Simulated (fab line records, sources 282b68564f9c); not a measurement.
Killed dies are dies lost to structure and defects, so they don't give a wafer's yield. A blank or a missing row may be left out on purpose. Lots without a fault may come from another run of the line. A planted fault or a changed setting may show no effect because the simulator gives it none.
A struck lot beside a sound one | flow rit_cmos | 15 steps out of a route of 202
Sound: wafers L573.1, L573.2, L573.6. Struck: wafer L578.6. (L578.1, L578.2 of the same lot were not struck and are left out.) The cause comes at the end.
At each step with rows: each side's tool, then ch and its chambers, then its first start. Under that, the readings that differ: sound wafers | struck wafers | difference of the means | sigmas: that difference in standard deviations of wafers without a fault.
alike: readings whose means differ by less than 2 such deviations, and words and numbers that are the same on both sides. not compared: withheld readings, readings that some wafer has no value for, bounds like >300 that may hide the same value, and numbers for which the record gives no deviation and whose values overlap.
The two part at a step that has a row with sigmas, a row that says differs or no value, or rows on one side only. Numbers that don't overlap but have no deviation are shown without sigmas and don't part them. A reading that every wafer of one side lacks parts them only if that side has two wafers or more.

RIT_SILICIDE_RTA_06: time 10 s, ramp up 5 s, ramp down 10 s.
  sound on rtp_anneal-02 ch 0, day 6 18:32; struck on rtp_anneal-02 ch 0, day 7 12:31
  alike: wafer_temp_C_max
RIT_CONTACT_CVD_00: deposits SiO2 from TEOS, target thk 400 nm, time 61 s.
  sound on pecvd-01 ch 0,2, day 6 18:36; struck on pecvd-04 ch 1, day 7 12:35
  alike: heater_power_w, susceptor_temp_C
RIT_CONTACT_THK_MEAS_01:
  sound on film_metro-01, day 6 18:39; struck on film_metro-01, day 7 12:38
  alike: CONTACT_TEOS_THK
then, 6 steps without rows for these wafers: RIT_CONTACT_HMDS_02 (prime time 60 s); RIT_CONTACT_COAT_03 (resist thk 1000 nm); RIT_CONTACT_SOFTBAKE_04 (time 60 s); RIT_CONTACT_EXPOSE_05 (exposes mask M11, target cd 1000 nm); RIT_CONTACT_PEB_06; RIT_CONTACT_DEVELOP_07 (develop time 120 s).
RIT_CONTACT_CD_MEAS_08: target cd 1000 nm.
  sound on cd_sem-02, day 6 20:04; struck on cd_sem-02, day 7 13:59
  alike: cd_nm
RIT_CONTACT_OVL_MEAS_09:
  sound on overlay-02, day 6 20:11; struck on overlay-01, day 7 14:07
  alike: CONTACT_OVL
then, 1 step without rows for these wafers: RIT_CONTACT_HARDBAKE_10 (time 60 s).
RIT_CONTACT_ETCH_11: etches SiO2 in CHF3/CF4/Ar, stops on TiSi2, target depth 480 nm, time 320 s.
  sound on rie_diel-01 ch 0,1, day 6 20:30; struck on rie_diel-01 ch 3, day 7 14:26
  reading                                      | sound             | struck | difference | sigmas
  oes_product_au (a.u.)                        | 0.976 0.999 0.991 | 0.966  | -0.023     | -2
  over_etch_frac                               | 0.2 0.2 0.2       | 0.7    | +0.5       |
  model.NOVOLAK_of_CONTACT_COAT_03.thk_nm (nm) | 769.3 764.8 765.1 | 713.9  | -52.5      |
  alike: drypump_motor_current_A, throttle_valve_pct
  not compared: rf_hours_counter_h
RIT_CONTACT_STRIP_12: strips in O2, time 180 s.
  sound on plasma_asher-04 ch 0,1, day 6 20:42; struck on plasma_asher-04 ch 1, day 7 14:38
  alike: drypump_motor_current_A
  not compared: rf_hours_counter_h
RIT_M1_PROBE_99:
  sound on prober-02, day 7 03:10; struck on prober-02, day 7 19:40
  reading                                                 | sound                | struck | difference | sigmas
  model.etest.nmos_0p15.junction_log10_a_um               | -13.4 -13.5 -13.54   | -11.2  | +2.3       |
  model.etest.nmos_narrow.off_log10_a_um                  | -13.26 -13.26 -13.3  | -11.2  | +2.1       |
  model.etest.gate_end_array.leak_log10_a_um              | -12.92 -12.93 -12.98 | -11.03 | +1.91      |
  model.etest.nmos_0p3.off_log10_a_um                     | -13.1 -13.09 -13.18  | -11.2  | +1.9       |
  model.etest.pmos_0p15.junction_log10_a_um               | -13.74 -13.83 -13.81 | -12.19 | +1.60      |
  model.etest.contact_diode_array.leak_log10_a (angstrom) | -9.499 -9.211 -9.313 | -7.879 | +1.462     |
  model.etest.pmos_0p3.off_log10_a_um                     | -12.87 -12.77 -13.02 | -12.14 | +0.75      |
  model.etest.antenna_contact.gate_log10_a_cm2            | -6.159 -5.656 -5.848 | -5.655 | +0.233     |
  alike: killed_at_contacts, killed_at_front_end, killed_dies, killed_open, killed_short

WHERE THEY PART
Only at RIT_CONTACT_ETCH_11, within this record. Later steps at which nothing parts them and some readings are alike: RIT_CONTACT_STRIP_12, RIT_M1_PROBE_99.

WHY: what the simulator had put in
Process parameter drift: rie_diel-01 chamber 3, from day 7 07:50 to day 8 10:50, at RIT_CONTACT_ETCH_11. Setting over_etch_frac, moved by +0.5, from 0.2.
